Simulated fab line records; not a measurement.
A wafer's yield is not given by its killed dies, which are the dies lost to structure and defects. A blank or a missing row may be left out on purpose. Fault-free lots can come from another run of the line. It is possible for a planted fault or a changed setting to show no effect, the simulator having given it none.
fab line records + flow rit-cmos + part 2 of 2: steps 36 to 52 of 52
[record]
- lots = 5
- wafers = 15
- last-day = 7
route steps=202 shown REOX@99 NLDD@103 PLDD@114 SPACER@125 NSD@131 PSD@142
lots untouched by any fault: they come from a run of this same line in which no faults occurred
start-h: hours from the record's first day to the start of the lot's first wafer shown + wait-h: time in hours since the lot's previous step + " identical to the entry in the row above + L1.1+2: a row that stands for several wafers + - no value, or no start was given + * or withheld: withheld + < > ~ a bound
route shown NAME@n: names a module that has steps shown in the file, with the first one's number in the route + usual: average and standard deviation across the fault-free wafers + same: alike in all rows + chamber/n: place in a boat + sites: readings site by site + _std_site: standard deviation across them + _edge_site: the outer-site mean with the inner-site mean subtracted + radius-mm: for every site, how far away it sits from the centre of the wafer + mask NAME#n: copy n + behind: the last tool/chamber to shape the wafer + hold: why the lot was held/for how many hours/how that ended + device: the transistor (n, p or np) that didn't switch + end of line: the route-end tests of the same wafers + a step with no rows: only its recipe + killed: dies lost to structure and defects at the first sort, not the wafer's yield + map: a wafer's dies, x killed, . not, _ none there
set.NAME: the setting as run; set.NAME@STEP: as run at that earlier step + model.NAME: the simulator's own value behind a step, which no gauge read
a table for each step, a row for each wafer; lots at some steps of the route
services: when a tool's chamber went out of use (start-h, in hours from the record's first day, below 0 if earlier), for how many hours, and the reason
[[steps]]
[step RIT_NSD_EXPOSE_03]
[recipe]
- mask-id = M9
- na = 0.57
- target-cd-nm = 40700
- dose-mj = 250
| lot.wafer  | tool             | chamber | start-h | wait-h | mask |
|------------|------------------|---------|---------|--------|------|
| L077.1+5+6 | iline-stepper-02 | 0       | 70.72   | 0.2    | M9#0 |
| L078.2+4+6 | iline-stepper-01 | 0       | 75.34   | 0.2    | M9#0 |
| L080.4+5+6 | iline-stepper-02 | 0       | 81.65   | 0.1    | M9#0 |
| L087.3+4+5 | iline-stepper-01 | 0       | 113.25  | 0.1    | M9#0 |
| L095.2+4+5 | iline-stepper-02 | 0       | 150.69  | 0.2    | M9#0 |
[step RIT_NSD_PEB_04]
[recipe]
- resist = NOVOLAK
- temp-c = withheld
- time-s = withheld
| lot.wafer  | tool           | chamber | start-h | wait-h |
|------------|----------------|---------|---------|--------|
| L077.1+5+6 | litho-track-03 | 0       | 70.84   | 0.1    |
| L078.2+4+6 | litho-track-03 | 0       | 75.47   | 0.1    |
| L080.4+5+6 | litho-track-03 | 0       | 81.78   | 0.1    |
| L087.3+4+5 | litho-track-02 | 0       | 113.38  | 0.1    |
| L095.2+4+5 | litho-track-04 | 0       | 150.81  | 0.1    |
[step RIT_NSD_DEVELOP_05]
[recipe]
- resist = NOVOLAK
- develop-time-s = 50
- dev-temp-c = 23
| lot.wafer  | tool           | chamber | start-h | wait-h |
|------------|----------------|---------|---------|--------|
| L077.1+5+6 | litho-track-03 | 0       | -       | -      |
| L078.2+4+6 | litho-track-03 | 0       | -       | -      |
| L080.4+5+6 | litho-track-03 | 0       | -       | -      |
| L087.3+4+5 | litho-track-02 | 0       | -       | -      |
| L095.2+4+5 | litho-track-04 | 0       | -       | -      |
[step RIT_NSD_OVL_MEAS_06]
[usual]
- NSD_OVL = -0.2/1.6
| lot.wafer | tool       | chamber | start-h | wait-h | NSD_OVL[nm] |
|-----------|------------|---------|---------|--------|-------------|
| L077.1    | overlay-02 | -       | 71.12   | -      | 5.0         |
| L077.5    | "          | -       | "       | "      | 1.5         |
| L077.6    | "          | -       | "       | "      | 3.8         |
| L078.2    | overlay-02 | -       | 75.73   | -      | -1.4        |
| L078.4    | "          | -       | "       | "      | -2.6        |
| L078.6    | "          | -       | "       | "      | -3.4        |
| L080.4    | overlay-02 | -       | 82.01   | -      | 0.4         |
| L080.5    | "          | -       | "       | "      | 0.3         |
| L080.6    | "          | -       | "       | "      | 0.9         |
| L087.3    | overlay-02 | -       | 113.63  | -      | -0.3        |
| L087.4    | "          | -       | "       | "      | 0.3         |
| L087.5    | "          | -       | "       | "      | -1.6        |
| L095.2    | overlay-02 | -       | 151.07  | -      | -1.0        |
| L095.4    | "          | -       | "       | "      | 1.4         |
| L095.5    | "          | -       | "       | "      | -1.6        |
[step RIT_NSD_HARDBAKE_07]
[recipe]
- resist = NOVOLAK
- temp-c = 140
- time-s = 60
| lot.wafer  | tool           | chamber | start-h | wait-h |
|------------|----------------|---------|---------|--------|
| L077.1+5+6 | litho-track-02 | 0       | 71.16   | 0.0    |
| L078.2+4+6 | litho-track-03 | 0       | 75.78   | 0.0    |
| L080.4+5+6 | litho-track-03 | 0       | 82.10   | 0.1    |
| L087.3+4+5 | litho-track-03 | 0       | 113.70  | 0.1    |
| L095.2+4+5 | litho-track-04 | 0       | 151.13  | 0.0    |
[step RIT_NSD_IMPLANT_08]
[recipe]
- species = P
- energy-kev = 25
- dose-cm2 = 1e+15
- tilt-deg = 7
| lot.wafer  | tool         | chamber | start-h | wait-h |
|------------|--------------|---------|---------|--------|
| L077.1+5+6 | implanter-01 | 0       | 71.31   | 0.1    |
| L078.2+4+6 | implanter-01 | 0       | 75.93   | 0.1    |
| L080.4+5+6 | implanter-04 | 0       | 82.25   | 0.1    |
| L087.3+4+5 | implanter-02 | 0       | 113.85  | 0.1    |
| L095.2+4+5 | implanter-01 | 0       | 151.28  | 0.1    |
[step RIT_NSD_STRIP_09]
[recipe]
- chemistry = O2
- time-s = 180
- resist = NOVOLAK
- platen-temp-c = withheld
- power-w = 500
- pressure-mtorr = 4000
- o2-flow-sccm = 4000
[usual]
- drypump-motor-current-A = 5.9/0.6
| lot.wafer | tool            | chamber | start-h | wait-h | drypump-motor-current-A | rf-hours-counter-h |
|-----------|-----------------|---------|---------|--------|-------------------------|--------------------|
| L077.1    | plasma-asher-04 | 0       | 71.46   | 0.1    | 6.6                     | 28                 |
| L077.5    | "               | 1       | "       | "      | 5.7                     | -                  |
| L077.6    | "               | 0       | "       | "      | 6.6                     | -                  |
| L078.2    | plasma-asher-01 | 1       | 76.06   | 0.1    | 6.4                     | 43                 |
| L078.4    | "               | 0       | "       | "      | 6.3                     | -                  |
| L078.6    | "               | 1       | "       | "      | 6.4                     | -                  |
| L080.4    | plasma-asher-02 | 0       | 82.39   | 0.1    | 5.3                     | -                  |
| L080.5    | "               | 0       | "       | "      | 5.3                     | -                  |
| L080.6    | "               | 1       | "       | "      | 5.0                     | -                  |
| L087.3    | plasma-asher-02 | 0       | 114.01  | 0.1    | 5.3                     | -                  |
| L087.4    | "               | 1       | "       | "      | 5.0                     | -                  |
| L087.5    | "               | 0       | "       | "      | 5.3                     | -                  |
| L095.2    | plasma-asher-02 | 1       | 151.40  | 0.1    | 5.0                     | 51                 |
| L095.4    | "               | 0       | "       | "      | 5.3                     | -                  |
| L095.5    | "               | 0       | "       | "      | 5.3                     | -                  |
[step RIT_NSD_TW_MEAS_10]
[usual]
- NSD_TW = 3129/42
| lot.wafer | tool          | chamber | start-h | wait-h | NSD_TW |
|-----------|---------------|---------|---------|--------|--------|
| L077.1    | film-metro-01 | -       | 71.63   | 0.1    | 3110   |
| L077.5    | "             | -       | "       | "      | 3103   |
| L077.6    | "             | -       | "       | "      | 3102   |
| L078.2    | film-metro-02 | -       | 76.24   | 0.1    | 3192   |
| L078.4    | "             | -       | "       | "      | 3181   |
| L078.6    | "             | -       | "       | "      | 3187   |
| L080.4    | film-metro-03 | -       | 82.53   | 0.1    | 3114   |
| L080.5    | "             | -       | "       | "      | 3097   |
| L080.6    | "             | -       | "       | "      | 3111   |
| L087.3    | film-metro-03 | -       | 114.14  | 0.1    | 3081   |
| L087.4    | "             | -       | "       | "      | 3082   |
| L087.5    | "             | -       | "       | "      | 3068   |
| L095.2    | film-metro-02 | -       | 151.59  | 0.1    | 3161   |
| L095.4    | "             | -       | "       | "      | 3188   |
| L095.5    | "             | -       | "       | "      | 3171   |
[step RIT_PSD_HMDS_00]
[recipe]
- prime-time-s = 60
- prime-temp-c = 140
| lot.wafer  | tool           | chamber | start-h | wait-h |
|------------|----------------|---------|---------|--------|
| L077.1+5+6 | litho-track-02 | 0       | 71.84   | 0.2    |
| L078.2+4+6 | litho-track-02 | 0       | 76.32   | 0.1    |
| L080.4+5+6 | litho-track-01 | 0       | 82.64   | 0.1    |
| L087.3+4+5 | litho-track-01 | 0       | 114.23  | 0.1    |
| L095.2+4+5 | litho-track-04 | 0       | 151.66  | 0.1    |
[step RIT_PSD_COAT_01]
[recipe]
- resist = NOVOLAK
- spin-rpm = 3250
- resist-thk-nm = 1000
| lot.wafer  | tool           | chamber | start-h | wait-h |
|------------|----------------|---------|---------|--------|
| L077.1+5+6 | litho-track-02 | 0       | 71.99   | 0.1    |
| L078.2+4+6 | litho-track-02 | 0       | 76.47   | 0.1    |
| L080.4+5+6 | litho-track-01 | 0       | 82.79   | 0.1    |
| L087.3+4+5 | litho-track-01 | 0       | 114.38  | 0.1    |
| L095.2+4+5 | litho-track-04 | 0       | 151.81  | 0.1    |
[step RIT_PSD_SOFTBAKE_02]
[recipe]
- resist = NOVOLAK
- temp-c = 90
- time-s = 60
| lot.wafer  | tool           | chamber | start-h | wait-h |
|------------|----------------|---------|---------|--------|
| L077.1+5+6 | litho-track-02 | 0       | 72.14   | 0.1    |
| L078.2+4+6 | litho-track-02 | 0       | 76.62   | 0.1    |
| L080.4+5+6 | litho-track-01 | 0       | 82.94   | 0.1    |
| L087.3+4+5 | litho-track-01 | 0       | 114.53  | 0.1    |
| L095.2+4+5 | litho-track-04 | 0       | 151.96  | 0.1    |
[step RIT_PSD_EXPOSE_03]
[recipe]
- mask-id = M10
- na = 0.57
- target-cd-nm = 40900
- dose-mj = 250
| lot.wafer  | tool             | chamber | start-h | wait-h | mask  |
|------------|------------------|---------|---------|--------|-------|
| L077.1+5+6 | iline-stepper-02 | 0       | 72.29   | 0.1    | M10#0 |
| L078.2+4+6 | iline-stepper-01 | 0       | 76.89   | 0.2    | M10#0 |
| L080.4+5+6 | iline-stepper-01 | 0       | 83.07   | 0.1    | M10#0 |
| L087.3+4+5 | iline-stepper-02 | 0       | 114.80  | 0.2    | M10#0 |
| L095.2+4+5 | iline-stepper-02 | 0       | 152.23  | 0.2    | M10#0 |
[step RIT_PSD_PEB_04]
[recipe]
- resist = NOVOLAK
- temp-c = withheld
- time-s = withheld
| lot.wafer  | tool           | chamber | start-h | wait-h |
|------------|----------------|---------|---------|--------|
| L077.1+5+6 | litho-track-02 | 0       | 72.41   | 0.1    |
| L078.2+4+6 | litho-track-04 | 0       | 77.01   | 0.1    |
| L080.4+5+6 | litho-track-04 | 0       | 83.36   | 0.3    |
| L087.3+4+5 | litho-track-02 | 0       | 114.96  | 0.1    |
| L095.2+4+5 | litho-track-01 | 0       | 152.35  | 0.1    |
[step RIT_PSD_DEVELOP_05]
[recipe]
- resist = NOVOLAK
- develop-time-s = 50
- dev-temp-c = 23
| lot.wafer  | tool           | chamber | start-h | wait-h |
|------------|----------------|---------|---------|--------|
| L077.1+5+6 | litho-track-02 | 0       | -       | -      |
| L078.2+4+6 | litho-track-04 | 0       | -       | -      |
| L080.4+5+6 | litho-track-04 | 0       | -       | -      |
| L087.3+4+5 | litho-track-02 | 0       | -       | -      |
| L095.2+4+5 | litho-track-01 | 0       | -       | -      |
[step RIT_PSD_OVL_MEAS_06]
[usual]
- PSD_OVL = 0.4/1.5
| lot.wafer | tool       | chamber | start-h | wait-h | PSD_OVL[nm] |
|-----------|------------|---------|---------|--------|-------------|
| L077.1    | overlay-01 | -       | 72.69   | -      | -1.2        |
| L077.5    | "          | -       | "       | "      | 1.1         |
| L077.6    | "          | -       | "       | "      | -1.0        |
| L078.2    | overlay-02 | -       | 77.28   | -      | 1.2         |
| L078.4    | "          | -       | "       | "      | -0.8        |
| L078.6    | "          | -       | "       | "      | 0.1         |
| L080.4    | overlay-01 | -       | 83.59   | -      | 0.1         |
| L080.5    | "          | -       | "       | "      | 1.5         |
| L080.6    | "          | -       | "       | "      | 1.8         |
| L087.3    | overlay-02 | -       | 115.20  | -      | 0.5         |
| L087.4    | "          | -       | "       | "      | 0.0         |
| L087.5    | "          | -       | "       | "      | 0.4         |
| L095.2    | overlay-02 | -       | 152.62  | -      | -1.6        |
| L095.4    | "          | -       | "       | "      | -1.0        |
| L095.5    | "          | -       | "       | "      | 0.4         |
[step RIT_PSD_HARDBAKE_07]
[recipe]
- resist = NOVOLAK
- temp-c = 140
- time-s = 60
| lot.wafer  | tool           | chamber | start-h | wait-h |
|------------|----------------|---------|---------|--------|
| L077.1+5+6 | litho-track-04 | 0       | 72.72   | 0.0    |
| L078.2+4+6 | litho-track-01 | 0       | 77.69   | 0.4    |
| L080.4+5+6 | litho-track-04 | 0       | 83.68   | 0.1    |
| L087.3+4+5 | litho-track-01 | 0       | 115.28  | 0.1    |
| L095.2+4+5 | litho-track-04 | 0       | 152.67  | 0.0    |
[step RIT_PSD_IMPLANT_08]
[recipe]
- species = BF2
- energy-kev = 27
- dose-cm2 = 5e+15
- tilt-deg = 7
| lot.wafer  | tool         | chamber | start-h | wait-h |
|------------|--------------|---------|---------|--------|
| L077.1+5+6 | implanter-02 | 0       | 72.87   | 0.1    |
| L078.2+4+6 | implanter-03 | 0       | 77.84   | 0.1    |
| L080.4+5+6 | implanter-02 | 0       | 83.83   | 0.1    |
| L087.3+4+5 | implanter-01 | 0       | 115.43  | 0.1    |
| L095.2+4+5 | implanter-03 | 0       | 152.82  | 0.1    |
[[services]]
| tool             | chamber | start-h | hours | kind   |
|------------------|---------|---------|-------|--------|
| rie-diel-03      | 0       | 36.34   | 12.2  | repair |
| furnace-02       | -       | 39.51   | 3.1   | pm     |
| furnace-04       | -       | 43.49   | 3.2   | pm     |
| furnace-04       | -       | 46.68   | 3.0   | pm     |
| plasma-asher-03  | -       | 53.22   | 1.4   | repair |
| implanter-04     | -       | 59.87   | 5.8   | repair |
| implanter-02     | -       | 61.10   | 4.6   | pm     |
| iline-stepper-02 | -       | 63.82   | 2.4   | repair |
| rie-diel-02      | -       | 69.61   | 0.8   | repair |
| iline-stepper-01 | -       | 69.80   | 1.7   | pm     |
| rie-diel-04      | -       | 75.58   | 2.8   | pm     |
| rie-diel-03      | -       | 82.63   | 1.3   | repair |
| implanter-01     | -       | 84.15   | 3.2   | repair |
| rie-diel-04      | -       | 87.53   | 0.4   | repair |
| rie-diel-03      | -       | 92.45   | 0.4   | repair |
| lpcvd-02         | -       | 99.64   | 1.2   | repair |
| implanter-04     | -       | 100.21  | 4.5   | repair |
| iline-stepper-02 | -       | 106.40  | 6.0   | repair |
| plasma-asher-01  | -       | 108.75  | 9.0   | pm     |
| rie-diel-04      | 2       | 109.46  | 16.7  | repair |
| plasma-asher-03  | -       | 116.76  | 2.8   | pm     |
| plasma-asher-02  | -       | 147.75  | 0.7   | repair |
| implanter-02     | -       | 148.79  | 4.7   | repair |
| wet-bench-03     | -       | 150.97  | 1.2   | repair |
